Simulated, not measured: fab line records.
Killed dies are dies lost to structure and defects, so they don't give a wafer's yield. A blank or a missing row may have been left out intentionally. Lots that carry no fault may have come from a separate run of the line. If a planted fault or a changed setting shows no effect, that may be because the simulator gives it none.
Struck lot and sound lot, side by side	flow ritCmos	18 out of 202 route steps
Sound: wafers L771.1, L771.2, L771.4. The struck wafers were L785.1, L785.3, L785.6. The cause is named last.
Each step with rows lists, per side, the tool, then ch with its chambers, then its first start. Under that, the readings that differ: sound wafers	struck wafers	difference of the means	sigmas: that difference in standard deviations of wafers without a fault.
alike: words and numbers the same on both sides, and readings whose means are apart by under 2 such deviations; not compared: readings that were withheld, readings missing a value for some wafer, numbers with overlapping values and no deviation given by the record, and bounds like >300 which may hide the same value.
A row with sigmas, a row that says differs or no value, or rows on one side alone: a step with any of these is where the two part. Numbers that have no deviation but don't overlap get no sigmas and don't part them. A reading missing from all wafers of one side parts the sides only when that side holds two or more wafers.

first, 3 steps without rows for these wafers: RIT_ACTIVE_CLEAN_16 (cleans in dHF, time 30 s); RIT_ACTIVE_CLEAN_17 (cleans in SC2, time 600 s); RIT_FOX1_OXIDATION_00 (target thk 350.7 nm, ox time 1130 s).
RIT_FOX1_THK_MEAS_01:
  struck on filmMetro-02, day 5 17:00; sound on filmMetro-02, day 2 21:26
  alike: FOX1_OXIDE_THK
then, 2 steps without rows for these wafers: RIT_FOX1_WET_ETCH_02 (etches SiO2 in BOE, target depth 350 nm, time 390 s); RIT_FOX2_OXIDATION_00 (target thk 350.7 nm, ox time 1130 s).
RIT_FOX2_THK_MEAS_01:
  struck on filmMetro-03, day 5 23:19; sound on filmMetro-02, day 3 00:59
  alike: FOX2_OXIDE_THK
then, 2 steps without rows for these wafers: RIT_FOX2_CLEAN_02 (cleans in dHF, time 180 s); RIT_FOX2_WET_ETCH_03 (etches Si3N4 in H3PO4, target depth 195 nm, time 2700 s).
RIT_FOX2_THK_MEAS_90:
  struck on filmMetro-01, day 6 00:16; sound on filmMetro-03, day 3 02:01
  alike: FIELD_OXIDE_LEFT_1_THK
then, 2 steps without rows for these wafers: RIT_NWELL_HMDS_00 (prime time 58.79 s); RIT_NWELL_COAT_01 (resist thk 1300 nm).
RIT_NWELL_SOFTBAKE_02: time 60 s.
  sound on lithoTrack-01 ch 0, day 3 02:22; struck on lithoTrack-03 ch 0, day 6 00:55
reading	sound	struck	difference	sigmas
heaterPowerTotalW (W)	34.59 34.61 34.47	31.76 31.90 31.84	-2.72	-56
plateTempC (C)	90.04 89.96 89.93	85.08 84.95 85.05	-4.95	-45
  alike: exhaustPa
then, 2 steps without rows for these wafers: RIT_NWELL_EXPOSE_03 (exposes mask M2, target cd 43900 nm); RIT_NWELL_PEB_04.
RIT_NWELL_DEVELOP_05: develop time 68 s.
  sound on lithoTrack-03 ch 0; struck on lithoTrack-03 ch 0
reading	sound	struck	difference	sigmas
exhaustPa (Pa)	44.4 44.9 44.7	46.0 47.1 47.1	+2.1	+2
model.NOVOLAK_of_NWELL_COAT_01.thkNm (nm)	1296 1295 1299	1319 1324 1320	+24	
RIT_NWELL_OVL_MEAS_06:
  struck on overlay-01, day 6 01:50; sound on overlay-02, day 3 02:59
  alike: NWELL_OVL
following that, these wafers have no rows for 1 step: RIT_M1_PROBE_99.

== WHERE THEY PART ==
First at RIT_NWELL_SOFTBAKE_02; last, within this record, at RIT_NWELL_DEVELOP_05. Later steps at which nothing parts them and some readings are alike: RIT_NWELL_OVL_MEAS_06.

WHY: what the simulator had put in
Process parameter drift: lithoTrack-03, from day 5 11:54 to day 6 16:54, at RIT_NWELL_SOFTBAKE_02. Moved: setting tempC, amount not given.
